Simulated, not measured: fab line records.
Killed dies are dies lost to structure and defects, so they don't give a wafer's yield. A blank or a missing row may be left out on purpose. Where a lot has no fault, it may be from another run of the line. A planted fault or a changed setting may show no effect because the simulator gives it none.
Chamber matching    flow berkeley_cmos170    cmp-02 running UCB170_V2_CMP_02: 4 sister chambers
The step polishes SiO2. 18 wafers are shown with their chamber, then 9 later ones without.

## WAFERS PAIRED WITH THEIR CHAMBERS
wafer   chamber  motor_current_A (A)
L481.1  2        15.2
L481.2  3        20.0
L481.4  0        17.2
L482.1  0        17.3
L482.2  3        19.6
L482.3  1        15.1
L483.2  3        19.5
L483.4  1        15.4
L483.5  0        16.1
L486.1  2        15.9
L486.2  3        19.3
L486.3  1        15.9
L488.1  0        16.2
L488.4  3        19.2
L488.5  3        20.2
L489.3  2        15.4
L489.4  1        15.0
L489.5  2        15.2

SIGNATURES (averages over the wafers above)
reading          chamber 0  chamber 1  chamber 2  chamber 3  scatter within a chamber
motor_current_A  16.700     15.350     15.425     19.633     0.448
Rule: for a wafer and a chamber, the distance is found by dividing, reading by reading, the gap between the wafer's reading and the chamber's mean by the reading's scatter, squaring, summing and taking the root. The wafer belongs to the nearest chamber; if the next one is less than 2 further off, it can't be placed. The scatter is the square root of a quotient: the sum, over the shown wafers, of each reading's squared deviation from its chamber's mean, divided by wafers minus chambers.

## WAFERS MISSING THEIR CHAMBER
wafer   motor_current_A (A)
L491.1  16.4
L491.2  15.5
L491.6  16.7
L493.4  19.6
L493.5  15.8
L493.6  15.3
L494.1  15.9
L494.3  16.5
L494.6  15.3

## CHAMBER TAKEN BY EACH
wafer   from the rows above           in truth
L491.1  can't be placed: 0 or 2 or 1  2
L491.2  can't be placed: 2 or 1       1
L491.6  0                             0
L493.4  3                             3
L493.5  can't be placed: 2 or 1 or 0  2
L493.6  can't be placed: 1 or 2       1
L494.1  can't be placed: 2 or 1 or 0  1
L494.3  can't be placed: 0 or 2       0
L494.6  can't be placed: 1 or 2       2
Placed correctly: 2 of 9. From these rows, 7 cannot be placed; in 7 the true chamber is one of the candidates. Wrongly placed: 0.
